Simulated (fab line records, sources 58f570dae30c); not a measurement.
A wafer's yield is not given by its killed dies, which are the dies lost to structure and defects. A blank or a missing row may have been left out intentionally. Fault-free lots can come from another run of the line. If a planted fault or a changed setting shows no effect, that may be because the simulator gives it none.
Which tool did it? | flow berkeley cmos170 | 42 wafers from 14 lots sampled at 3 of the route's 331 steps

== WHAT EACH GAUGE READ, for each wafer ==
UCB170_M3_RS_MEAS_02: the measuring method here is four-point-probe.
lot  | measured     | on            | M3_AL_RS (ohm/sq)
L581 | day 8 08:33  | film metro-04 | 0.0321 0.0321 0.0321
L582 | day 8 14:58  | film metro-04 | 0.0318 0.0320 0.0322
L586 | day 8 20:54  | film metro-02 | 0.0324 0.0322 0.0323
L583 | day 8 21:06  | film metro-04 | 0.0319 0.0319 0.0318
L585 | day 8 22:15  | film metro-01 | 0.0323 0.0323 0.0320
L589 | day 9 07:00  | film metro-02 | 0.0314 0.0316 0.0320
L588 | day 9 07:16  | film metro-04 | 0.0322 0.0321 0.0319
L587 | day 9 07:33  | film metro-02 | 0.0316 0.0318 0.0317
L590 | day 9 19:50  | film metro-01 | 0.0314 0.0314 0.0316
L591 | day 9 20:48  | film metro-01 | 0.0323 0.0325 0.0323
L593 | day 10 13:53 | film metro-04 | 0.0320 0.0324 0.0322
L601 | day 11 22:22 | film metro-02 | 0.0475 0.0481 0.0472
L602 | day 12 00:55 | film metro-02 | 0.0326 0.0322 0.0324
L603 | day 12 08:33 | film metro-02 | 0.0466 0.0465 0.0462

UCB170_M3_THK_MEAS_03: measures by xrf.
lot  | measured     | on            | M3_AL_THK (nm)
L581 | day 8 08:40  | film metro-04 | 886 886 886
L582 | day 8 15:05  | film metro-04 | 894 888 879
L586 | day 8 21:01  | film metro-02 | 874 882 876
L583 | day 8 21:13  | film metro-04 | 891 886 898
L585 | day 8 22:22  | film metro-01 | 877 881 888
L589 | day 9 07:07  | film metro-02 | 899 886 884
L588 | day 9 07:22  | film metro-04 | 890 894 893
L587 | day 9 07:40  | film metro-02 | 893 886 891
L590 | day 9 19:58  | film metro-01 | 901 909 901
L591 | day 9 20:55  | film metro-01 | 879 871 885
L593 | day 10 14:01 | film metro-04 | 891 873 877
L601 | day 11 22:28 | film metro-02 | 595 593 603
L602 | day 12 01:01 | film metro-02 | 876 883 880
L603 | day 12 08:40 | film metro-02 | 612 619 619

== TOOL THAT RAN EACH LOT (tool first, then ch and the chambers of the sampled wafers, then the start) ==
lot  | UCB170_M3_SPUTTER_01
L581 | pvd sputter-02, day 8 08:28
L582 | pvd sputter-02, day 8 14:52
L586 | pvd sputter-04, day 8 20:47
L583 | pvd sputter-02, day 8 20:59
L585 | pvd sputter-03, day 8 22:10
L589 | pvd sputter-02, day 9 06:55
L588 | pvd sputter-03, day 9 07:10
L587 | pvd sputter-04, day 9 07:28
L590 | pvd sputter-02, day 9 19:46
L591 | pvd sputter-04, day 9 20:43
L593 | pvd sputter-03, day 10 13:49
L601 | pvd sputter-02, day 11 22:16
L602 | pvd sputter-03, day 12 00:46
L603 | pvd sputter-02, day 12 08:28
- UCB170_M3_SPUTTER_01: material Al, target thk 900 nm, time 120 s.

== WHAT THE TOOLS THEMSELVES READ (means of the sampled wafers that have a number; where no wafer has one, the mark that the record gives instead) ==
UCB170_M3_SPUTTER_01.
lot  | tool           | cathode dc power W (W) | chamber pressure pa (Pa) | throttle valve pct (%)
L581 | pvd sputter-02 | 6000.1                 | 0.5002                   | 28.5
L582 | pvd sputter-02 | 6000.9                 | 0.5000                   | 29.7
L586 | pvd sputter-04 | 5999.1                 | 0.4994                   | 30.7
L583 | pvd sputter-02 | 5999.9                 | 0.4998                   | 28.9
L585 | pvd sputter-03 | 6000.0                 | 0.5002                   | 29.9
L589 | pvd sputter-02 | 5999.3                 | 0.5002                   | 29.1
L588 | pvd sputter-03 | 6001.8                 | 0.4998                   | 30.0
L587 | pvd sputter-04 | 6000.3                 | 0.5003                   | 31.1
L590 | pvd sputter-02 | 5999.8                 | 0.4993                   | 28.4
L591 | pvd sputter-04 | 6000.0                 | 0.4997                   | 30.6
L593 | pvd sputter-03 | 5999.8                 | 0.5011                   | 29.1
L601 | pvd sputter-02 | 5999.9                 | 0.5003                   | 28.6
L602 | pvd sputter-03 | 6000.2                 | 0.5003                   | 29.8
L603 | pvd sputter-02 | 6000.4                 | 0.5008                   | 29.2

== THE ANSWER, worked out from the rows above alone ==
Rule: the lots themselves supply what counts as usual. Put in order of their means at a reading, lots are off if they are a third of the lots or fewer, leave a main group of 4 or more, and stand apart from it by a gap of 3 or more times the standard deviation of the main group's means; of several such gaps the widest counts. If all means in a main group match to the digits the tables above print for the reading, that group is not used. A lot without any number at a reading at which 4 lots or more have one is off too. The other lots that the step has rows for count as sound. Order of review: gauges by route order, followed by the tools' own readings, for which a lot's mean as printed above is used. At the first step where some lot is off, the reading lying furthest off is the one used; lots without a number count as furthest.
Off: L601, L603, seen at UCB170_M3_RS_MEAS_02 (M3_AL_RS). Mean 0.0320 ohm/sq and standard deviation 0.00028 in the main group.
If a tool, at a process step before that reading, ran all the lots that are off and no sound lot after the first of them, it fits. Gauges at UCB170_M3_RS_MEAS_02: tried the same way as those tools. One fits: pvd sputter-02 at UCB170_M3_SPUTTER_01. Its last sound lot is L590 (day 9 19:46), its first lot that is off L601 (day 11 22:16): a fault that began between those two fits.

== WHAT WAS PUT IN BY THE SIMULATOR ==
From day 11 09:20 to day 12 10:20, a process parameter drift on pvd sputter-02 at UCB170_M3_SPUTTER_01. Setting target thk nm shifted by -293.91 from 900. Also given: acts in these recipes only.
Struck lots among those shown: L601, L603. The rule above reached the same finding.
